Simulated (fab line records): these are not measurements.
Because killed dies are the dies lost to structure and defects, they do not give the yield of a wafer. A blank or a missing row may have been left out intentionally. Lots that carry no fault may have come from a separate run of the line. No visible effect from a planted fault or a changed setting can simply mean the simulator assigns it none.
Tool commonality check | flow rit cmos | 14 lots, 42 wafers sampled

== WHY THIS WAS OPENED ==
RIT_SDANNEAL_RS_MEAS_04, reading PSD_RS: flagged on 2 of 14 lots. No-fault wafers: 115.79 ohm/sq, standard deviation 0.26.
Rule: flag the lot when none of its wafers has a number, or when each of its wafers that has one lies beyond 4 standard deviations from that mean. The rest of the lots are taken to be sound.

lot  | measured    | on            | PSD_RS (ohm/sq), wafer by wafer | flag
L832 | day 3 06:43 | film metro-01 | 115.81 116.00 115.80            |
L834 | day 3 18:31 | film metro-03 | 115.77 115.34 115.50            |
L835 | day 3 23:35 | film metro-02 | 115.86 115.91 116.07            |
L838 | day 4 13:02 | film metro-02 | 116.10 116.02 115.78            |
L839 | day 4 18:19 | film metro-01 | 115.85 115.86 115.56            |
L840 | day 4 22:16 | film metro-02 | 116.29 115.96 116.14            |
L841 | day 5 03:29 | film metro-03 | 115.68 115.72 115.49            |
L842 | day 5 06:19 | film metro-01 | 115.72 115.79 115.94            |
L843 | day 5 12:40 | film metro-02 | 115.48 115.22 115.32            |
L848 | day 6 10:29 | film metro-01 | 115.83 115.93 116.11            |
L851 | day 7 05:01 | film metro-03 | 121.13 121.14 121.45            | FLAGGED
L852 | day 7 11:00 | film metro-03 | 115.38 115.44 115.27            |
L853 | day 7 13:13 | film metro-01 | 121.74 121.62 121.55            | FLAGGED
L854 | day 7 16:55 | film metro-02 | 115.29 115.64 115.54            |
The numbers of the flagged lots are 121.44 ohm/sq on average: +5.65 ohm/sq against the usual, or +22 standard deviations.

== LOT BY LOT: THE TOOL USED ==
The record holds 1 process step before the reading, out of a route of 202 steps. Read each cell as the tool, then ch plus the chambers that the sampled wafers visited, then the start.
lot  | flag    | RIT_SDANNEAL_RTA_03
L832 |         | rtp anneal-02 ch 0, day 3 06:39
L834 |         | rtp anneal-02 ch 0, day 3 18:23
L835 |         | rtp anneal-01 ch 0, day 3 23:32
L838 |         | rtp anneal-02 ch 0, day 4 12:58
L839 |         | rtp anneal-01 ch 0, day 4 18:14
L840 |         | rtp anneal-02 ch 0, day 4 22:13
L841 |         | rtp anneal-01 ch 0, day 5 03:25
L842 |         | rtp anneal-02 ch 0, day 5 06:15
L843 |         | rtp anneal-01 ch 0, day 5 12:37
L848 |         | rtp anneal-02 ch 0, day 6 10:25
L851 | FLAGGED | rtp anneal-01 ch 0, day 7 04:58
L852 |         | rtp anneal-02 ch 0, day 7 10:56
L853 | FLAGGED | rtp anneal-01 ch 0, day 7 13:10
L854 |         | rtp anneal-02 ch 0, day 7 16:50
What is done by these steps:
- RIT_SDANNEAL_RTA_03: time 5 s.
- RIT_SDANNEAL_RS_MEAS_04: measures by four-point-probe.

== FLAGGED AGAINST TOTAL, ONE TOOL AT A TIME (gauges that did the reading follow at the end) ==
step                    | tool          | lots run | flagged | share of the flagged lots | sound lots run after its first flagged lot
RIT_SDANNEAL_RTA_03     | rtp anneal-01 | 6        | 2       | all                       | 0
RIT_SDANNEAL_RTA_03     | rtp anneal-02 | 8        | 0       | none                      | -
RIT_SDANNEAL_RS_MEAS_04 | film metro-01 | 5        | 1       | some                      | 0
RIT_SDANNEAL_RS_MEAS_04 | film metro-02 | 5        | 0       | none                      | -
RIT_SDANNEAL_RS_MEAS_04 | film metro-03 | 4        | 1       | some                      | 1 (L852)

== WHAT THE TABLE PERMITS ==
Rows of the table that ran each flagged lot: 1, that is rtp anneal-01 at RIT_SDANNEAL_RTA_03.
- rtp anneal-01 at RIT_SDANNEAL_RTA_03 ran 6 lots, 2 of them flagged. Its last sound lot is L843 (day 5 12:37), its first flagged lot L851 (day 7 04:58): a fault that began between those two fits. Its own readings (wafer_temp_C_max) fall more than 4 standard deviations out on all wafers of the flagged lots.
Just one tool remains: rtp anneal-01 at RIT_SDANNEAL_RTA_03.

== WHAT HAD BEEN PUT IN BY THE SIMULATOR ==
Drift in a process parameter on rtp anneal-01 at RIT_SDANNEAL_RTA_03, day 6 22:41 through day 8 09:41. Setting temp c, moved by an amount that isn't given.
Lots struck among those shown: L851, L853. The same result came from the rule above.
